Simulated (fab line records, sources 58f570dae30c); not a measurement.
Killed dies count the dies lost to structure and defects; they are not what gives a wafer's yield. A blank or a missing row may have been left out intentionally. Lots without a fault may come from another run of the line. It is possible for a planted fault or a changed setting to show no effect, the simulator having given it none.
Matching of chambers | flow berkeley cmos170 | 4 sister chambers for UCB170_GATE_ETCH_15 on rie si-02
The step etches poly-Si in HBr/Cl2, stops on SiO2, time 56.3 s, target depth 278.2 nm. 4 wafers are shown with their chamber, then 8 later ones without.

EACH WAFER AND ITS CHAMBER
wafer  | chamber | throttle valve pct (%)
L392.3 | 2       | 26.38
L404.4 | 1       | 26.52
L404.6 | 3       | 26.29
L407.3 | 0       | 26.64

WAFERS WITHOUT THEIR CHAMBER
wafer  | throttle valve pct (%)
L407.4 | 26.53
L407.6 | 26.39
L410.1 | 26.31
L410.5 | 26.54
L410.6 | 26.38
L411.2 | 26.52
L411.5 | 26.53
L411.6 | 26.64

CHAMBER TAKEN BY EACH
wafer  | from the rows above | in truth
L407.4 | 1                   | 1
L407.6 | 2                   | 2
L410.1 | 3                   | 3
L410.5 | 1                   | 1
L410.6 | 2                   | 2
L411.2 | 1                   | 1
L411.5 | 1                   | 1
L411.6 | 0                   | 0
Placed correctly: 8 of 8. Can't be placed from these rows: 0. Placed wrongly: 0.
How it was worked out, from the rows above alone: a wafer's distance from a chamber is the root of the sum, over the readings, of the square of ((its reading less the chamber's mean) divided by the reading's scatter). The wafer belongs to the nearest chamber; if the next one is less than 2 further off, it can't be placed. Each chamber's mean is taken over the wafers shown for it. The scatter (one wafer shown for each chamber): square how far every hidden wafer sits from the nearest shown wafer, average those squares and take the square root.
